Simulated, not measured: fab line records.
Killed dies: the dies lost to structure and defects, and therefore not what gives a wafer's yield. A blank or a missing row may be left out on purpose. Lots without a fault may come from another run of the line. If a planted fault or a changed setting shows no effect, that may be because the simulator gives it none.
Chamber matching + flow berkeleyCmos170 + rieSi-01 running UCB170_GATE_ETCH_15: 4 sister chambers
The step etches poly-Si in HBr/Cl2, stops on SiO2, time 56.3 s, target depth 278.2 nm. 8 wafers are shown with their chamber, then 7 later ones without.

== EACH WAFER AND ITS CHAMBER ==
| wafer  | chamber | throttleValvePct (%) | drypumpMotorCurrentA (A) |
|--------|---------|----------------------|--------------------------|
| L864.2 | 2       | 26.89                | 5.78                     |
| L864.5 | 3       | 26.46                | 6.24                     |
| L866.2 | 0       | 26.40                | 5.57                     |
| L866.3 | 1       | 26.83                | 6.18                     |
| L866.6 | 2       | 26.93                | 5.80                     |
| L868.1 | 1       | 26.85                | 6.14                     |
| L868.2 | 3       | 26.47                | 6.23                     |
| L868.6 | 0       | 26.42                | 5.58                     |

== WAFERS MISSING THEIR CHAMBER ==
| wafer  | throttleValvePct (%) | drypumpMotorCurrentA (A) |
|--------|----------------------|--------------------------|
| L869.3 | 26.85                | 6.15                     |
| L869.5 | 26.92                | 5.79                     |
| L869.6 | 26.44                | 6.28                     |
| L874.1 | 26.93                | 5.77                     |
| L874.5 | 26.41                | 5.57                     |
| L874.6 | 26.46                | 6.27                     |
| L879.1 | 26.42                | 5.59                     |

== EACH ONE'S CHAMBER ==
| wafer  | from the rows above | in truth |
|--------|---------------------|----------|
| L869.3 | 1                   | 1        |
| L869.5 | 2                   | 2        |
| L869.6 | 3                   | 3        |
| L874.1 | 2                   | 2        |
| L874.5 | 0                   | 0        |
| L874.6 | 3                   | 3        |
| L879.1 | 0                   | 0        |
Correctly placed: 7 of 7. From these rows, 0 cannot be placed. Placed wrongly: 0.
How it was worked out, from the rows above alone: a wafer's distance from a chamber is the root of the sum, over the readings, of the square of ((its reading less the chamber's mean) divided by the reading's scatter). If the next closest chamber is less than 2 further off than the closest, the wafer can't be placed; otherwise it belongs to the closest. A chamber's mean is the mean of its shown wafers. The scatter: the root of (the sum of the squares of (reading less its chamber's mean) over the shown wafers, divided by (wafers less chambers)).
